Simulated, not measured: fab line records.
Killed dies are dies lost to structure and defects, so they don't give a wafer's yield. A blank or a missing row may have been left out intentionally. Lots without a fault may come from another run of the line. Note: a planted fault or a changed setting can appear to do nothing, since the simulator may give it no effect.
A sampling plan put to the test :: flow berkeley cmos170 :: 12 faults told of in these records, all on one fab line, each judged by the records of the lots it struck
Plan = the line's own looks (route steps where a gauge or an inspection reads the wafer without altering it). A look can be judged if struck wafers have a number there and the file gives its usual mean and standard deviation on fault-free wafers. Caught: 4 or more of those standard deviations (sigma) separate the usual mean from the mean of the struck wafers at a look after the fault's first step. On the tool: the identical test, applied to the tool's own readings at the steps of the fault. A different recipe on the struck wafers counts as caught too, as does a record blank only for those wafers.

== THE FAULTS, as the simulator had put them in ==
1. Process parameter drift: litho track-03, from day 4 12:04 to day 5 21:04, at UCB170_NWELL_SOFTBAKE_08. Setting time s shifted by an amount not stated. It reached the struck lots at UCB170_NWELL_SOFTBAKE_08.
2. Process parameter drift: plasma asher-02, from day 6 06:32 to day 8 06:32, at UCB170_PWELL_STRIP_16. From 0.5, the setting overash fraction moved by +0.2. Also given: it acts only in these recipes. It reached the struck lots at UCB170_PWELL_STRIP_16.
3. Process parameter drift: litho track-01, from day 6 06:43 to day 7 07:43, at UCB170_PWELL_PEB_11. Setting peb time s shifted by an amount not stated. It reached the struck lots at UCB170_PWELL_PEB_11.
4. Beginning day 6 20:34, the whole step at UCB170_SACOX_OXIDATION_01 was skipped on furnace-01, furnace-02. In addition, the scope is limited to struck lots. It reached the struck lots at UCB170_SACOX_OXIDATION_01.
5. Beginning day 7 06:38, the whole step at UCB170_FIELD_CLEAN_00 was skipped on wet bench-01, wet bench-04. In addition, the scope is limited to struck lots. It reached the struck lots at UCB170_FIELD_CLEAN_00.
6. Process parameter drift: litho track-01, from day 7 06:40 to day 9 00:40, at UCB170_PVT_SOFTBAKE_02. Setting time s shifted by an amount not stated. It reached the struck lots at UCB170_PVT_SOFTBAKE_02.
7. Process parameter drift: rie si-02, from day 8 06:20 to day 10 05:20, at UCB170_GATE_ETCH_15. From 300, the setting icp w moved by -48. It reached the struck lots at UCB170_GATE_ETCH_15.
8. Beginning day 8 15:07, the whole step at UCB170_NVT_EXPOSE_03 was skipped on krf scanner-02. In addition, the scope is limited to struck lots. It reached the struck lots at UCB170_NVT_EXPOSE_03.
9. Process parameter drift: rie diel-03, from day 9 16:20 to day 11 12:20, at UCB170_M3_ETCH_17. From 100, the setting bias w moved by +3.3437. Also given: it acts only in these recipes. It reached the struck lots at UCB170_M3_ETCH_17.
10. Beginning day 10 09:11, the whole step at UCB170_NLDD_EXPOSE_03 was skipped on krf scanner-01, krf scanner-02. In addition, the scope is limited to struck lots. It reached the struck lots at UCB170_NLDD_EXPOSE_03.
11. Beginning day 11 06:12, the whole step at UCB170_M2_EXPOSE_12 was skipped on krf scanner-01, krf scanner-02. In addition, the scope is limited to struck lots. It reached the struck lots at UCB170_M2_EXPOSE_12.
12. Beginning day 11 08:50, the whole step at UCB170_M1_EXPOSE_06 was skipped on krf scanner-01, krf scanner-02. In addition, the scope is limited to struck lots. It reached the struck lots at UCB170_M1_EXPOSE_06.

== WHAT THE PLAN SAW ==
fault: 1
on the tool itself: run length s +14 sigma
first look that catches it: not the one look that can be judged after it
reading, sigma: -
median hours from its first step to that look: -
hours from the fault's start to the first struck lot there: -
judged looks passed uncaught: 1

fault: 2
on the tool itself: oes product au -14 sigma
first look that catches it: no look after it can be judged
reading, sigma: -
median hours from its first step to that look: -
hours from the fault's start to the first struck lot there: -
judged looks passed uncaught: 0

fault: 3
on the tool itself: heater power total W +26 sigma
first look that catches it: no look after it can be judged
reading, sigma: -
median hours from its first step to that look: -
hours from the fault's start to the first struck lot there: -
judged looks passed uncaught: 0

fault: 4
on the tool itself: the tool's record is blank for the struck wafers
first look that catches it: no look after it can be judged
reading, sigma: -
median hours from its first step to that look: -
hours from the fault's start to the first struck lot there: -
judged looks passed uncaught: 0

fault: 5
on the tool itself: the tool's record is blank for the struck wafers
first look that catches it: no look after it can be judged
reading, sigma: -
median hours from its first step to that look: -
hours from the fault's start to the first struck lot there: -
judged looks passed uncaught: 0

fault: 6
on the tool itself: heater power total W +99 or beyond sigma
first look that catches it: no look after it can be judged
reading, sigma: -
median hours from its first step to that look: -
hours from the fault's start to the first struck lot there: -
judged looks passed uncaught: 0

fault: 7
on the tool itself: rf fwd power W -43 sigma
first look that catches it: no look after it can be judged
reading, sigma: -
median hours from its first step to that look: -
hours from the fault's start to the first struck lot there: -
judged looks passed uncaught: 0

fault: 8
on the tool itself: no reading that can be judged
first look that catches it: no look after it can be judged
reading, sigma: -
median hours from its first step to that look: -
hours from the fault's start to the first struck lot there: -
judged looks passed uncaught: 0

fault: 9
on the tool itself: bias w +9.4 sigma
first look that catches it: not the one look that can be judged after it
reading, sigma: -
median hours from its first step to that look: -
hours from the fault's start to the first struck lot there: -
judged looks passed uncaught: 1

fault: 10
on the tool itself: no reading that can be judged
first look that catches it: no look after it can be judged
reading, sigma: -
median hours from its first step to that look: -
hours from the fault's start to the first struck lot there: -
judged looks passed uncaught: 0

fault: 11
on the tool itself: no reading that can be judged
first look that catches it: no look after it can be judged
reading, sigma: -
median hours from its first step to that look: -
hours from the fault's start to the first struck lot there: -
judged looks passed uncaught: 0

fault: 12
on the tool itself: no reading that can be judged
first look that catches it: no look after it can be judged
reading, sigma: -
median hours from its first step to that look: -
hours from the fault's start to the first struck lot there: -
judged looks passed uncaught: 0
A dash: this means the fault isn't caught or the number doesn't appear in these records.

Caught at a look: 0 of 12. Caught on the tool: 8 of 12. By one or the other: 8 of 12.
Caught on the tool alone: faults 1, 2, 3, 4, 5, 6, 7, 9.
Caught by neither: faults 8, 10, 11, 12.
